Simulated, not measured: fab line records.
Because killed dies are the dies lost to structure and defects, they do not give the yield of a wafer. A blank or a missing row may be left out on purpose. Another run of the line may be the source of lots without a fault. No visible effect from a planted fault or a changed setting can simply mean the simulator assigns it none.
Struck lot and sound lot, side by side    flow berkeleyCmos170    15 steps out of a route of 331
Sound: wafers L676.1, L676.2, L676.3. Wafers L689.1, L689.4, L689.5 were the ones struck. Last of all comes the cause.
Per side, at each step with rows, come the tool, then ch with its chambers, and then its first start. Under that, the readings that differ: sound wafers    struck wafers    difference of the means    sigmas: that difference in standard deviations of wafers without a fault.
alike: words and numbers the same on both sides, and readings whose means are apart by under 2 such deviations; not compared: readings that were withheld, readings missing a value for some wafer, numbers with overlapping values and no deviation given by the record, and bounds like >300 which may hide the same value.
The two part at a step that has a row with sigmas, a row that says differs or no value, or rows on one side only. Numbers that don't overlap but have no deviation are shown without sigmas and don't part them. A reading that every wafer of one side lacks parts them only if that side has two wafers or more.

UCB170_V2_CMP_02: polishes SiO2.
  sound on cmp-02 ch 0,1,3, day 8 10:14; struck on cmp-02 ch 0,1,2, day 12 00:20
  alike: edgeZonePressureFrac, motorCurrentA
UCB170_V2_BOW_MEAS_03:
  sound: filmMetro-01 at day 8 10:32; struck: filmMetro-04 at day 12 00:32
  alike: V2_BOW
UCB170_V2_THK_MEAS_04:
  sound: filmMetro-01 at day 8 10:40; struck: filmMetro-04 at day 12 00:40
  alike: V2_POLISHED_THK
then, 7 steps without rows for these wafers: UCB170_V2_CLEAN_05 (cleans in DIW); UCB170_V2_HMDS_06 (prime time 60 s); UCB170_V2_COAT_07 (resist thk 900 nm); UCB170_V2_SOFTBAKE_08 (time 60 s); UCB170_V2_EXPOSE_09 (exposes mask VIA2, target cd 700 nm); UCB170_V2_PEB_10; UCB170_V2_DEVELOP_11 (develop time 45 s).
UCB170_V2_CD_MEAS_12: target cd 700 nm.
  sound: cdSem-01 at day 8 12:16; struck: cdSem-01 at day 12 02:07
  alike: cdNm
UCB170_V2_OVL_MEAS_13:
  sound: overlay-02 at day 8 12:23; struck: overlay-02 at day 12 02:14
  alike: V2_OVL
UCB170_V2_ETCH_14: etches SiO2 in CHF3/CF4/Ar, stops on Al, target depth 1250 nm, time 291 s.
  sound on rieDiel-03 ch 1,2,3, day 8 12:25; struck on rieDiel-03 ch 0,1,3, day 12 02:16
reading                             sound              struck                   difference  sigmas
oesProductAu (a.u.)                 0.853 0.867 0.862  0.976 0.946 0.962        +0.101      +8
overEtchFrac                        0.25 0.25 0.25     0.02902 0.02902 0.02902  -0.22098    
model.KrF_of_V2_COAT_07.thkNm (nm)  611.2 608.4 607.2  659.5 657.1 654.8        +48.2       
  alike: drypumpMotorCurrentA, throttleValvePct
  not compared: rfHoursCounterH
UCB170_V2_STRIP_15: strips in O2.
  sound on plasmaAsher-01 ch 0,1, day 8 12:36; struck on plasmaAsher-01 ch 0,1, day 12 02:27
reading                   sound              struck             difference  sigmas
stripTimeToEndpointS (s)  15.34 15.27 15.24  16.42 16.36 16.30  +1.08       +9
  alike: drypumpMotorCurrentA, oesProductAu
  not compared: rfHoursCounterH
UCB170_V2_CD_MEAS_90: target cd 700 nm.
  sound: cdSem-01 at day 8 12:42; struck: cdSem-02 at day 12 02:33
reading    sound              struck             difference  sigmas
cdNm (nm)  701.1 700.1 701.6  696.8 695.5 697.1  -4.5        -3

== WHERE THEY PART ==
Earliest at UCB170_V2_ETCH_14; latest, in this record, at UCB170_V2_CD_MEAS_90.

WHY: what the simulator had put in
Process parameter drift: rieDiel-03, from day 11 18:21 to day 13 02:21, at UCB170_V2_ETCH_14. From 0.25, the setting overEtchFrac moved by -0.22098. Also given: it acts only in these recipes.
